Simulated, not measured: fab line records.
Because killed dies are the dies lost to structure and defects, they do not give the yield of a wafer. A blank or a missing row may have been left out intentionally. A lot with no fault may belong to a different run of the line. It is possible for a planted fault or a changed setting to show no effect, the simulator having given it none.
What tool caused it? -- flow rit-cmos -- 39 wafers from 13 lots sampled at 5 of the route's 202 steps

## WHAT EACH GAUGE READ, for each wafer
RIT_GATE_CD_MEAS_90: target cd 150 nm. Usual: 149.6 nm for cd-nm, sd 2.5.
lot,measured,on,cd-nm (nm),flag
L760,day 2 18:10,cd-sem-02,152.2 149.9 150.3,
L761,day 2 19:34,cd-sem-02,149.8 145.4 147.7,
L762,day 3 04:26,cd-sem-01,149.3 148.3 149.5,
L763,day 3 06:10,cd-sem-01,145.0 146.5 145.6,
L764,day 3 12:56,cd-sem-01,145.5 144.6 147.2,
L765,day 3 15:05,cd-sem-02,149.8 150.7 150.4,
L766,day 3 19:45,cd-sem-01,148.7 151.2 150.4,
L768,day 4 06:23,cd-sem-01,149.0 149.3 149.3,
L770,day 4 15:48,cd-sem-02,151.3 148.5 149.3,
L778,day 6 06:25,cd-sem-02,152.2 152.3 151.7,
L779,day 6 11:56,cd-sem-02,150.9 149.7 150.8,
L781,day 6 22:28,cd-sem-02,153.7 152.2 154.7,
L783,day 7 07:34,cd-sem-02,151.1 152.8 152.2,

RIT_PSD_TW_MEAS_10. Usual: PSD_TW typically reads 3417, with standard deviation 48.
lot,measured,on,PSD_TW,flag
L760,day 3 06:39,film-metro-04,3399 3388 3372,
L761,day 3 08:32,film-metro-03,3370 3379 3376,
L762,day 3 16:56,film-metro-04,3412 3393 3414,
L763,day 3 18:35,film-metro-03,3368 3369 3369,
L764,day 4 01:13,film-metro-02,3484 3511 3501,
L765,day 4 03:15,film-metro-02,3501 3492 3484,
L766,day 4 07:47,film-metro-02,3480 3507 3504,
L768,day 4 17:39,film-metro-03,3377 3384 3384,
L770,day 5 03:21,film-metro-04,3391 3398 3404,
L778,day 6 18:58,film-metro-02,3489 3493 3497,
L779,day 7 00:38,film-metro-03,3361 3389 3378,
L781,day 7 10:00,film-metro-03,3390 3397 3389,
L783,day 7 19:07,film-metro-03,3404 3393 3387,

RIT_SDANNEAL_RS_MEAS_05: measurement is done with a four-point probe. Usual: NSD_RS typically reads 84.49 ohm/sq, with standard deviation 0.29.
lot,measured,on,NSD_RS (ohm/sq),flag
L760,day 3 07:19,film-metro-02,84.53 84.54 84.37,
L761,day 3 09:10,film-metro-02,84.96 84.66 84.59,
L762,day 3 17:33,film-metro-02,84.52 84.01 84.67,
L763,day 3 19:13,film-metro-04,84.30 84.40 84.09,
L764,day 4 01:50,film-metro-04,84.97 84.70 84.83,
L765,day 4 03:53,film-metro-04,85.18 84.81 85.06,
L766,day 4 08:24,film-metro-02,84.32 84.32 83.83,
L768,day 4 18:16,film-metro-03,83.52 83.38 83.18,OFF
L770,day 5 03:58,film-metro-03,82.69 83.10 82.61,OFF
L778,day 6 19:35,film-metro-04,84.66 84.88 84.66,
L779,day 7 01:15,film-metro-03,84.28 84.05 84.30,
L781,day 7 10:37,film-metro-02,84.30 84.20 84.15,
L783,day 7 19:44,film-metro-03,84.55 84.35 84.25,

RIT_SDANNEAL_RS_MEAS_07: measurement is done with a four-point probe. Usual: NLDD_RS typically reads 151.5 ohm/sq, with standard deviation 0.69.
lot,measured,on,NLDD_RS (ohm/sq),flag
L760,day 3 07:33,film-metro-02,151.6 151.8 151.2,
L761,day 3 09:25,film-metro-02,151.4 151.8 151.2,
L762,day 3 17:47,film-metro-02,151.3 150.9 151.2,
L763,day 3 19:28,film-metro-04,152.7 153.2 152.6,
L764,day 4 02:04,film-metro-04,152.3 152.2 151.5,
L765,day 4 04:07,film-metro-04,152.7 152.4 153.1,
L766,day 4 08:38,film-metro-02,150.6 151.2 150.6,
L768,day 4 18:30,film-metro-03,151.1 150.5 150.4,
L770,day 5 04:12,film-metro-03,151.2 151.6 151.7,
L778,day 6 19:49,film-metro-04,152.0 152.1 152.0,
L779,day 7 01:29,film-metro-03,152.0 151.5 151.9,
L781,day 7 10:51,film-metro-02,151.4 152.4 152.0,
L783,day 7 19:58,film-metro-03,150.6 150.6 150.4,

## EACH LOT AND THE TOOL THAT RAN IT (in order: tool; ch and the chambers of the sampled wafers; start)
lot,RIT_NSD_IMPLANT_08
L760,"implanter-03 ch 0, day 3 04:47"
L761,"implanter-02 ch 0, day 3 06:49"
L762,"implanter-03 ch 0, day 3 15:11"
L763,"implanter-02 ch 0, day 3 16:45"
L764,"implanter-02 ch 0, day 3 23:21"
L765,"implanter-03 ch 0, day 4 01:25"
L766,"implanter-03 ch 0, day 4 05:55"
L768,"implanter-03 ch 0, day 4 15:54"
L770,"implanter-03 ch 0, day 5 01:29"
L778,"implanter-04 ch 0, day 6 17:06"
L779,"implanter-02 ch 0, day 6 22:38"
L781,"implanter-04 ch 0, day 7 08:16"
L783,"implanter-02 ch 0, day 7 17:20"
- RIT_NSD_IMPLANT_08

## WHAT THE TOOLS THEMSELVES READ (means of the sampled wafers that have a number; where no wafer has one, the mark that the record gives instead)
RIT_NSD_IMPLANT_08. Usual: dose-ions-cm2 9.998e+14, standard deviation 9.9e+11; end-station-pressure-torr 7.5e-06 Torr, standard deviation 3.7e-07; faraday-current-uA 3129, standard deviation 67.
lot,tool,dose-ions-cm2,end-station-pressure-torr (Torr),faraday-current-uA,flag
L760,implanter-03,9.993e+14,8.0e-06,3064,
L761,implanter-02,9.998e+14,7.5e-06,3137,
L762,implanter-03,9.996e+14,7.4e-06,3138,
L763,implanter-02,1.000e+15,7.6e-06,3189,
L764,implanter-02,1.001e+15,7.9e-06,3143,
L765,implanter-03,9.988e+14,7.5e-06,3177,
L766,implanter-03,1.001e+15,7.4e-06,3160,
L768,implanter-03,1.019e+15,7.8e-06,3239,OFF
L770,implanter-03,1.019e+15,7.9e-06,3253,OFF
L778,implanter-04,1.001e+15,7.7e-06,3105,
L779,implanter-02,9.997e+14,7.6e-06,3150,
L781,implanter-04,9.998e+14,6.9e-06,3164,
L783,implanter-02,1.000e+15,7.6e-06,3240,

## THE ANSWER, worked out from the rows above alone
Rule: take the mean of a lot's wafers that have a number; if it is more than 3 standard deviations from the usual mean, the lot is off. A lot without any number at a reading at which 4 lots or more have one is off too. The other lots that the step has rows for count as sound. Order of review: gauges by route order, followed by the tools' own readings, for which a lot's mean as printed above is used. At the first step where some lot is off, the reading lying furthest off is the one used; lots without a number count as furthest.
Off: L768, L770, seen at RIT_SDANNEAL_RS_MEAS_05 (NSD_RS).
If a tool, at a process step before that reading, ran all the lots that are off and no sound lot after the first of them, it fits. Not tried: the gauges at RIT_SDANNEAL_RS_MEAS_05; whatever is off there is also off at RIT_NSD_IMPLANT_08, on other tools, and gauge error can't account for it. One candidate fits, namely implanter-03 at RIT_NSD_IMPLANT_08. A fault onset in the window from L766 (day 4 05:55, its last sound lot) to L768 (day 4 15:54, its first lot off) fits.
On the lots that are off, the tool's own readings at RIT_NSD_IMPLANT_08 differ by more than 5 times the standard deviation of the sound lots' means, which bears it out; dose-ions-cm2 reads 1.019e+15 there versus 1.000e+15 on the sound lots.

## WHAT THE SIMULATOR HAD PUT IN
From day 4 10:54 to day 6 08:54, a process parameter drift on implanter-03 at RIT_NSD_IMPLANT_08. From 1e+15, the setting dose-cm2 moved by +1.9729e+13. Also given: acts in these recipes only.
Shown lots that were struck: L768, L770. This agrees with what the rule above found.
